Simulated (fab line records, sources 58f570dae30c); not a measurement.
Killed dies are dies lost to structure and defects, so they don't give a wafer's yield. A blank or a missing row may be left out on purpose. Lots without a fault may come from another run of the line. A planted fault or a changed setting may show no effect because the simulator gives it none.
One fault seen from 2 desks | flow berkeley_cmos170 | each desk has only its own numbers; what lay behind them comes last

THE TOOL OWNER'S DESK: litho_track-03
The tool's own readings at UCB170_NVT_PEB_04: means of the sampled wafers that have a number, for each lot that ran on this tool. A lot is out of limits, marked OUT, if its mean lies more than 4 standard deviations from the usual mean; the brackets give that distance.
Columns: A = heater_power_total_W at UCB170_NVT_PEB_04, usual 56.81 W; B = plate_temp_C at UCB170_NVT_PEB_04, usual 129.97 C
lot  | first seen here | A               | B
L242 | day 5 20:23     | 56.81           | 129.95
L244 | day 6 23:50     | 56.84           | 129.90
L249 | day 7 08:18     | 53.78 (-66) OUT | 124.58 (-45) OUT
L248 | day 7 08:31     | 53.77 (-66) OUT | 124.57 (-45) OUT
L252 | day 8 06:32     | 53.78 (-66) OUT | 124.71 (-44) OUT
L260 | day 10 12:40    | 56.80           | 130.00
This desk's finding: out of limits on L248, L249, L252; first on L249, day 7 08:18 (heater_power_total_W at UCB170_NVT_PEB_04). In limits: L242, L244, L260.

THE METROLOGY DESK
What the gauges read, lot by lot, whatever tool the lot ran on: means of the sampled wafers that have a number. A lot is out of limits, marked OUT, if its mean lies more than 4 standard deviations from the usual mean; the brackets give that distance.
Columns: A = NWELL_OVL at UCB170_NWELL_OVL_MEAS_12, usual -1 nm; B = PFIELD_TW at UCB170_PFIELD_TW_MEAS_09, usual 603.9; C = NSD_OVL at UCB170_NSD_OVL_MEAS_07, usual 6 nm
lot  | first seen here | A  | B     | C
L238 | day 2 08:07     | -8 | 601.9 | 5
L237 | day 2 08:23     | -4 | 605.8 | 7
L240 | day 2 21:05     | 4  | 599.7 | 8
L242 | day 3 02:30     | 1  | 605.2 | 6
L241 | day 3 02:49     | 6  | 604.5 | 12
L244 | day 4 00:36     | 7  | 601.8 | 10
L247 | day 4 06:47     | -2 | 607.6 | 4
L248 | day 4 10:37     | -5 | 606.2 | 11
L249 | day 4 15:41     | 1  | 605.5 | 3
L250 | day 4 19:21     | -1 | 603.8 | 2
L251 | day 5 03:30     | -4 | 605.1 | -6
L252 | day 5 08:16     | -4 | 606.4 | 5
L258 | day 6 18:05     | -3 | 604.2 | 7
L259 | day 7 02:15     | -6 | 604.8 | 4
L260 | day 7 07:46     | -1 | 602.6 | 3
This desk's finding: nothing out of limits on any of the 15 lots.

PUT TOGETHER
The tool owner's desk could have raised an alarm at day 7 08:18, on L248, L249, L252.
The metrology desk saw nothing out of limits.
The metrology desk has L248, L249, L252 on record, within its limits.
Of the lots named, all ran UCB170_NVT_PEB_04 on litho_track-03.

WHAT THE SIMULATOR HAD PUT IN
Process parameter drift: litho_track-03, from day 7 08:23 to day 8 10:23, at UCB170_NVT_PEB_04. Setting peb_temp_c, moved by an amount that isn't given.
Lots struck among those shown: L248, L249, L252.
